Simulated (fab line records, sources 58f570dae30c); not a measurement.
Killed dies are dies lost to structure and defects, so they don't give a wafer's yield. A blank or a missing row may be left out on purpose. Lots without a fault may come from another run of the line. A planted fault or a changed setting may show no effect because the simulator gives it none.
Split-lot experiment | flow berkeley_cmos170 | 5 lots, 27 wafers read, on a route of 331 steps

THE SPLIT
At UCB170_M1_SPUTTER_00 (material Al, target thk 600 nm, time 80 s), the setting time_s was moved away from the recipe's 80 s on 6 of the 27 wafers read, by -23.4% to +16.8%. The other wafers ran this setting at the recipe's value.

FROM THE SPLIT TO THE READING: what the file shows between them, 5 steps
- UCB170_M1_RS_MEAS_01: measures by four-point-probe
- UCB170_M1_THK_MEAS_02: measures by xrf
- UCB170_M1_COAT_03
- UCB170_M1_COAT_04: resist thk 900 nm
- UCB170_M1_ETCH_11: etches BARC in N2/H2

THE READING
oes_product_au, in a.u., at UCB170_M1_METAL_ETCH_12 (etches Al in Cl2/BCl3, stops on PSG, target depth 780 nm, time 130 s). Fault-free wafers of this fab line usually give 0.848 a.u., standard deviation 0.017 a.u..

wafer  | tool, chamber at the split | time_s as run, s | against the recipe | oes_product_au, a.u. | against lot-mates on the recipe
L077.1 | pvd_sputter-02, -          | 80               | recipe             | 0.831                | -
L077.2 | pvd_sputter-02, -          | 80               | recipe             | 0.830                | -
L077.3 | pvd_sputter-02, -          | 80               | recipe             | 0.833                | -
L077.4 | pvd_sputter-02, -          | 93.45            | +16.8%             | 0.920                | +0.089
L077.5 | pvd_sputter-02, -          | 93.45            | +16.8%             | 0.906                | +0.075
L077.6 | pvd_sputter-02, -          | 93.45            | +16.8%             | 0.915                | +0.084
L079.1 | pvd_sputter-03, -          | 80               | recipe             | 0.845                | -
L079.2 | pvd_sputter-03, -          | 80               | recipe             | 0.856                | -
L079.3 | pvd_sputter-03, -          | 80               | recipe             | 0.849                | -
L079.4 | pvd_sputter-03, -          | 80               | recipe             | 0.848                | -
L079.5 | pvd_sputter-03, -          | 80               | recipe             | 0.849                | -
L079.6 | pvd_sputter-03, -          | 80               | recipe             | 0.855                | -
L081.1 | pvd_sputter-03, -          | 80               | recipe             | 0.845                | -
L081.2 | pvd_sputter-03, -          | 80               | recipe             | 0.837                | -
L081.3 | pvd_sputter-03, -          | 80               | recipe             | 0.835                | -
L081.4 | pvd_sputter-03, -          | 61.24            | -23.4%             | 0.731                | -0.108
L081.5 | pvd_sputter-03, -          | 61.24            | -23.4%             | 0.715                | -0.124
L081.6 | pvd_sputter-03, -          | 61.24            | -23.4%             | 0.730                | -0.109
L082.1 | pvd_sputter-02, -          | 80               | recipe             | 0.835                | -
L082.4 | pvd_sputter-02, -          | 80               | recipe             | 0.874                | -
L082.6 | pvd_sputter-02, -          | 80               | recipe             | 0.880                | -
L084.1 | pvd_sputter-01, -          | 80               | recipe             | 0.875                | -
L084.2 | pvd_sputter-01, -          | 80               | recipe             | 0.842                | -
L084.3 | pvd_sputter-01, -          | 80               | recipe             | 0.857                | -
L084.4 | pvd_sputter-01, -          | 80               | recipe             | 0.873                | -
L084.5 | pvd_sputter-01, -          | 80               | recipe             | 0.847                | -
L084.6 | pvd_sputter-01, -          | 80               | recipe             | 0.870                | -

THE FIT
A straight line over all 27 wafers: oes_product_au changes by +0.00478 a.u. for each +1% of time_s; r = +0.95; the points scatter about the line by 0.016 a.u..
The same after taking each lot's own level away (the mean of its wafers on the recipe; 27 wafers): +0.00487 a.u. for each +1%; r = +0.98; scatter 0.01 a.u..
On that fit, the largest move of time_s shifts the reading by 0.11 a.u..
The lots' own levels span 0.8313 to 0.8630 a.u., that is 1.9 times the standard deviation above.
So the lot-to-lot level changes the slope little: the two slopes agree.
Check: with one of the wafers moved furthest among these (-23.4%) left out of the fit, the line predicts -0.116 a.u. for it against its lot-mates. It came out at -0.108 a.u. against them.

OTHER SPLITS ON THESE WAFERS
These wafers also went through other splits before the reading. Each is held against what the fit with the lots' levels taken away leaves over:
other split on the same wafers          | wafers away from the commonest value | r with oes_product_au (lot level and that fit taken away)
UCB170_PWELL_ETCH_14 time_s             | 6                                    | +0.01
UCB170_WELLDRIVE_OXIDATION_01 ox_time_s | 18                                   | -0.01
UCB170_SPACER_CVD_00 time_s             | 9                                    | +0.17

THE WHOLE CHAIN: every reading that the file lists as answering this split, in the file's order
step                    | what it does                                                         | reading                                                                     | change (the file's fit)                   | r (the file's)
UCB170_M1_SPUTTER_00    | material Al, target thk 600 nm, time 80 s                            | Al_of_M1_SPUTTER_00.thk_nm (the simulator's own value, which no gauge read) | +6.2 nm for each +1% of the setting       | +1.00
UCB170_M1_RS_MEAS_01    | measures by four-point-probe                                         | M1_AL_RS                                                                    | -0.000581 for each +1% of the setting     | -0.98
UCB170_M1_THK_MEAS_02   | measures by xrf                                                      | M1_AL_THK                                                                   | +6.33 for each +1% of the setting         | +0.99
UCB170_M1_METAL_ETCH_12 | etches Al in Cl2/BCl3, stops on PSG, target depth 780 nm, time 130 s | oes_product_au                                                              | +0.00485 a.u. for each +1% of the setting | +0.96

THE FILE'S OWN FIT
oes_product_au changes by +0.00485 a.u. for each +1% of time_s, r = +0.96.
